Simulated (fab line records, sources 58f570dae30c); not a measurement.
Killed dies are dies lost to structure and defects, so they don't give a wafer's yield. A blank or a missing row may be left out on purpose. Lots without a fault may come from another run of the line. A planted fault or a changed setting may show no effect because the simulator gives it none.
fab line records | flow berkeley_cmos170
record lots=13 wafers=39 last_day=11
route steps=331 shown PLDD@151 SILICIDE@212 V1@268
lots that met no fault: from a run of the same line without faults
start_h: hours from the record's first day to the start of the lot's first wafer shown | wait_h: hours since the lot's step before | " the same as in the row above | L1.1+2: a row that stands for several wafers | - no value, or no start given | * or withheld: withheld | < > ~ a bound
route shown NAME@n: a module of which the file shows steps, and the number in the route of the first | usual: mean/standard deviation of fault-free wafers | same: alike in all rows | chamber/n: place in a boat | sites: the reading at each site | _std_site: their standard deviation | _edge_site: outer sites' mean less inner sites' | radius_mm: how far each site lies from the wafer's centre | mask NAME#n: copy n | behind: the tool/chamber that last shaped the wafer | hold: why the lot was held/for how many hours/how that ended | device: the transistor (n, p or np) that didn't switch | end of line: the same wafers' tests at the end of the route | a step without rows: its recipe alone | killed: dies lost to structure and defects at the first sort, not the wafer's yield | map: a wafer's dies, x killed, . not, _ none there
set.NAME: the setting as run; set.NAME@STEP: as run at that earlier step | model.NAME: the simulator's own value behind a step, which no gauge read
steps of the route over a sample of lots; a table a step, a row a wafer
services: from which hour (start_h, from the record's first day; less than 0 if before it) a tool's chamber was out of use, for how many hours, and why
## steps
# step UCB170_PLDD_CD_MEAS_06
# recipe target_cd_nm=1200
# usual cd_nm=1200.1/1.4
# columns lot.wafer tool chamber start_h wait_h cd_nm
L430.1 cd_sem-01 - 133.47 - 1197.0
L430.5 " - " " 1198.3
L430.6 " - " " 1198.6
L434.1 cd_sem-02 - 156.11 - 1201.4
L434.5 " - " " 1200.7
L434.6 " - " " 1199.7
L433.2 cd_sem-02 - 156.51 - 1197.7
L433.4 " - " " 1199.1
L433.6 " - " " 1199.0
L436.1 cd_sem-02 - 172.82 - 1200.4
L436.2 " - " " 1200.0
L436.6 " - " " 1198.8
L435.1 cd_sem-01 - 173.23 - 1199.4
L435.2 " - " " 1197.5
L435.4 " - " " 1200.1
L439.1 cd_sem-01 - 179.30 - 1199.8
L439.2 " - " " 1200.2
L439.3 " - " " 1199.1
L442.1 cd_sem-01 - 182.26 - 1201.1
L442.2 " - " " 1200.9
L442.4 " - " " 1201.4
L438.2 cd_sem-02 - 183.40 - 1202.3
L438.3 " - " " 1201.4
L438.4 " - " " 1202.5
L443.2 cd_sem-02 - 191.59 - 1199.6
L443.4 " - " " 1199.8
L443.6 " - " " 1198.2
L444.2 cd_sem-01 - 192.06 - 1198.5
L444.4 " - " " 1199.8
L444.6 " - " " 1200.4
L441.2 cd_sem-01 - 192.78 - 1200.6
L441.3 " - " " 1201.4
L441.5 " - " " 1201.8
L445.1 cd_sem-01 - 206.75 - 1200.7
L445.4 " - " " 1201.6
L445.6 " - " " 1200.1
L451.1 cd_sem-01 - 229.23 - 1201.4
L451.2 " - " " 1200.1
L451.3 " - " " 1200.3
# step UCB170_PLDD_OVL_MEAS_07
# usual PLDD_OVL=0/4.9
# columns lot.wafer tool chamber start_h wait_h PLDD_OVL[nm]
L430.1 overlay-01 - 133.59 0.1 -11
L430.5 " - " " -1
L430.6 " - " " -3
L434.1 overlay-02 - 156.23 0.1 -10
L434.5 " - " " -13
L434.6 " - " " -8
L433.2 overlay-02 - 156.61 0.1 -1
L433.4 " - " " 2
L433.6 " - " " 4
L436.1 overlay-01 - 172.94 0.1 -1
L436.2 " - " " -1
L436.6 " - " " -5
L435.1 overlay-02 - 173.35 0.1 2
L435.2 " - " " 3
L435.4 " - " " 0
L439.1 overlay-02 - 179.42 0.1 9
L439.2 " - " " 1
L439.3 " - " " 1
L442.1 overlay-02 - 182.38 0.1 -5
L442.2 " - " " -1
L442.4 " - " " 4
L438.2 overlay-02 - 183.50 0.1 6
L438.3 " - " " 0
L438.4 " - " " 0
L443.2 overlay-02 - 191.69 0.1 2
L443.4 " - " " 6
L443.6 " - " " 3
L444.2 overlay-01 - 192.16 0.1 -1
L444.4 " - " " -5
L444.6 " - " " -3
L441.2 overlay-01 - 192.89 0.1 -4
L441.3 " - " " -8
L441.5 " - " " -2
L445.1 overlay-01 - 206.87 0.1 -3
L445.4 " - " " 2
L445.6 " - " " -2
L451.1 overlay-02 - 229.35 0.1 -1
L451.2 " - " " -2
L451.3 " - " " 4
# step UCB170_SILICIDE_RS_MEAS_02
# recipe thk_meas_gauge=four-point-probe reads=Ti_of_SILICIDE_SPUTTER_01
# usual SILICIDE_TI_RS=26.2/0.44
# columns lot.wafer tool chamber start_h wait_h SILICIDE_TI_RS[ohm/sq]
L430.1 film_metro-03 - 145.13 0.0 25.5
L430.5 " - " " 26.1
L430.6 " - " " 25.2
L434.1 film_metro-04 - 168.84 0.0 27.0
L434.5 " - " " 26.1
L434.6 " - " " 27.3
L433.2 film_metro-04 - 169.81 0.0 26.6
L433.4 " - " " 26.1
L433.6 " - " " 25.6
L436.1 film_metro-04 - 186.41 0.0 25.9
L436.2 " - " " 25.2
L436.6 " - " " 25.7
L435.1 film_metro-04 - 189.18 0.0 26.8
L435.2 " - " " 26.2
L435.4 " - " " 26.0
L439.1 film_metro-03 - 193.72 0.0 25.9
L439.2 " - " " 26.4
L439.3 " - " " 26.3
L438.2 film_metro-03 - 195.18 0.0 26.3
L438.3 " - " " 26.2
L438.4 " - " " 25.8
L442.1 film_metro-03 - 195.64 0.0 25.8
L442.2 " - " " 25.7
L442.4 " - " " 26.7
L443.2 film_metro-04 - 204.94 0.0 25.9
L443.4 " - " " 26.5
L443.6 " - " " 26.5
L441.2 film_metro-03 - 205.21 0.0 26.2
L441.3 " - " " 26.3
L441.5 " - " " 26.3
L444.2 film_metro-04 - 205.39 0.0 26.1
L444.4 " - " " 25.9
L444.6 " - " " 26.1
L445.1 film_metro-01 - 223.98 0.0 25.9
L445.4 " - " " 26.1
L445.6 " - " " 26.9
L451.1 film_metro-03 - 243.33 0.0 25.8
L451.2 " - " " 26.0
L451.3 " - " " 26.0
# step UCB170_V1_ETCH_14
# recipe chemistry=CHF3/CF4/Ar target=SiO2 stop_on=Al CHF3_flow_sccm=45 cf4_flow_sccm=15 Ar_flow_sccm=150 pressure_mtorr=200 rf_w=700 target_depth_a=12500 over_etch_frac=0.25 time_s=291
# usual drypump_motor_current_A=5.6/0.41 oes_product_au=0.877/0.013 throttle_valve_pct=6.94/0.12
# columns lot.wafer tool chamber start_h wait_h drypump_motor_current_A oes_product_au rf_hours_counter_h throttle_valve_pct
L430.1 rie_diel-01 2 160.95 0.0 5.7 0.861 116 6.83
L430.5 " 3 " " 5.1 0.885 - 7.15
L430.6 " 2 " " 5.8 0.860 - 6.82
L434.1 rie_diel-02 2 183.81 0.0 5.0 0.861 45 7.02
L434.5 " 2 " " 5.0 0.860 - 7.02
L434.6 " 1 " " 6.3 0.894 - 6.93
L433.2 rie_diel-01 0 183.93 0.0 5.8 0.890 5 6.83
L433.4 " 3 " " 5.1 0.885 92 7.13
L433.6 " 0 " " 5.8 0.891 - 6.83
L436.1 rie_diel-03 3 203.12 0.0 5.6 0.870 16 6.99
L436.2 " 0 " " 6.1 0.880 108 6.95
L436.6 " 3 " " 5.7 0.871 - 6.98
L435.1 rie_diel-02 0 203.80 0.0 5.9 0.858 60 7.02
L435.2 " 1 " " 6.3 0.894 13 6.93
L435.4 " 2 " " 5.0 0.864 46 7.01
L439.1 rie_diel-02 2 208.80 0.0 5.0 0.859 46 7.04
L439.2 " 1 " " 6.3 0.895 13 6.92
L439.3 " 3 " " 5.2 0.857 20 7.05
L438.2 rie_diel-03 1 208.97 0.0 5.0 0.876 50 6.71
L438.3 " 3 " " 5.7 0.869 17 7.00
L438.4 " 0 " " 6.1 0.888 108 6.93
L442.1 rie_diel-01 1 211.25 0.0 5.5 0.894 34 6.81
L442.2 " 3 " " 5.1 0.882 93 7.12
L442.4 " 2 " " 5.7 0.863 119 6.83
L443.2 rie_diel-03 0 220.46 0.0 6.1 0.878 109 6.96
L443.4 " 3 " " 5.7 0.876 - 6.97
L443.6 " 1 " " 5.0 0.884 - 6.72
L441.2 rie_diel-03 3 222.28 0.0 5.7 0.867 18 6.98
L441.3 " 1 " " 5.0 0.891 51 6.72
L441.5 " 1 " " 5.0 0.888 - 6.71
L444.2 rie_diel-01 2 222.52 0.0 5.8 0.868 119 6.83
L444.4 " 1 " " 5.6 0.899 34 6.82
L444.6 " 2 " " 5.8 0.864 - 6.84
L445.1 rie_diel-02 1 239.83 0.0 6.3 0.899 15 6.95
L445.4 " 3 " " 5.2 0.863 - 7.04
L445.6 " 2 " " 5.0 0.860 - 7.03
L451.1 rie_diel-02 1 260.04 0.0 6.3 0.895 17 6.94
L451.2 " 2 " " 5.0 0.865 49 7.02
L451.3 " 0 " " 5.9 0.715 63 7.00
# step UCB170_V1_STRIP_15
# recipe chemistry=O2 power_w=400 pressure_mtorr=3500 platen_temp_c=withheld o2_flow_sccm=400 overash_fraction=0.5
# usual drypump_motor_current_A=5.9/0.32 oes_product_au=0.722/0.0048 strip_time_to_endpoint_s=15.27/0.13
# columns lot.wafer tool chamber start_h wait_h drypump_motor_current_A oes_product_au rf_hours_counter_h strip_time_to_endpoint_s
L430.1 plasma_asher-02 0 161.13 0.1 6.0 0.724 42 15.46
L430.5 " 1 " " 5.9 0.721 - 15.56
L430.6 " 0 " " 6.0 0.732 - 15.40
L434.1 plasma_asher-02 1 183.99 0.1 5.9 0.722 45 15.44
L434.5 " 0 " " 6.0 0.732 - 15.37
L434.6 " 1 " " 5.9 0.724 - 15.07
L433.2 plasma_asher-03 1 184.10 0.1 5.7 0.727 42 15.25
L433.4 " 0 " " 6.3 0.724 - 15.40
L433.6 " 1 " " 5.7 0.726 - 15.22
L436.1 plasma_asher-02 1 203.30 0.1 5.9 0.716 48 15.27
L436.2 " 0 " " 6.0 0.725 48 15.24
L436.6 " 0 " " 6.0 0.738 - 15.32
L435.1 plasma_asher-03 1 203.97 0.1 5.7 0.718 44 15.21
L435.2 " 0 " " 6.3 0.715 44 15.02
L435.4 " 1 " " 5.7 0.729 - 15.29
L439.1 plasma_asher-03 0 208.98 0.1 6.3 0.713 45 15.25
L439.2 " 1 " " 5.7 0.721 45 15.10
L439.3 " 0 " " 6.4 0.722 - 15.13
L438.2 plasma_asher-02 1 209.14 0.1 5.9 0.722 48 15.14
L438.3 " 0 " " 6.0 0.726 - 15.38
L438.4 " 1 " " 6.0 0.721 - 15.28
L442.1 plasma_asher-04 1 211.43 0.1 5.2 0.731 10 15.31
L442.2 " 0 " " 6.1 0.719 10 15.54
L442.4 " 1 " " 5.2 0.726 - 15.50
L443.2 plasma_asher-03 0 220.64 0.1 6.3 0.720 47 15.09
L443.4 " 1 " " 5.8 0.718 - 15.27
L443.6 " 0 " " 6.3 0.725 - 15.08
L441.2 plasma_asher-04 0 222.46 0.1 6.1 0.732 12 15.33
L441.3 " 0 " " 6.1 0.730 - 15.23
L441.5 " 1 " " 5.3 0.718 - 15.22
L444.2 plasma_asher-02 0 222.70 0.1 6.0 0.725 50 15.32
L444.4 " 1 " " 5.9 0.723 - 15.26
L444.6 " 0 " " 6.0 0.721 - 15.47
L445.1 plasma_asher-02 0 240.00 0.1 6.0 0.720 52 15.08
L445.4 " 0 " " 6.0 0.722 - 15.24
L445.6 " 1 " " 6.0 0.727 - 15.17
L451.1 plasma_asher-02 0 260.22 0.1 6.0 0.716 55 15.02
L451.2 " 1 " " 5.9 0.713 55 15.08
L451.3 " 0 " " 6.0 0.729 - 18.07
## services
# columns tool chamber start_h hours kind
plasma_asher-04 - 143.48 4.7 repair
rie_diel-03 2 220.26 7.1 repair
rie_diel-02 0 229.17 12.2 repair
plasma_asher-03 - 233.64 2.1 repair
## key
first_sign step=UCB170_V1_ETCH_14 reading=oes_product_au direction=down sigmas=13 usual=0.877 struck=0.715
effect step=UCB170_V1_STRIP_15 reading=strip_time_to_endpoint_s direction=up sigmas=22 usual=* struck=*
met_at UCB170_V1_ETCH_14
struck_lots L451
struck_wafers L451.3
later_rows_left_out L451.3
sort_left_out L451.3
not_acting_at UCB170_PLDD_CD_MEAS_06,UCB170_PLDD_OVL_MEAS_07,UCB170_SILICIDE_RS_MEAS_02
onset_between 203.80 260.04
fault kind=process_parameter_drift tool=rie_diel-02 chamber=0 onset_h=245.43 steps=UCB170_V1_ETCH_14 channel=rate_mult offset=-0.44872 shape=step end_h=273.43
# sort_left_out: the simulated sort isn't trusted on such a fault, so these wafers' sort isn't shown, and their yield isn't known
# later_rows_left_out: the simulator's readings of these wafers behind a module that went badly wrong aren't trusted and aren't shown, but for the sort
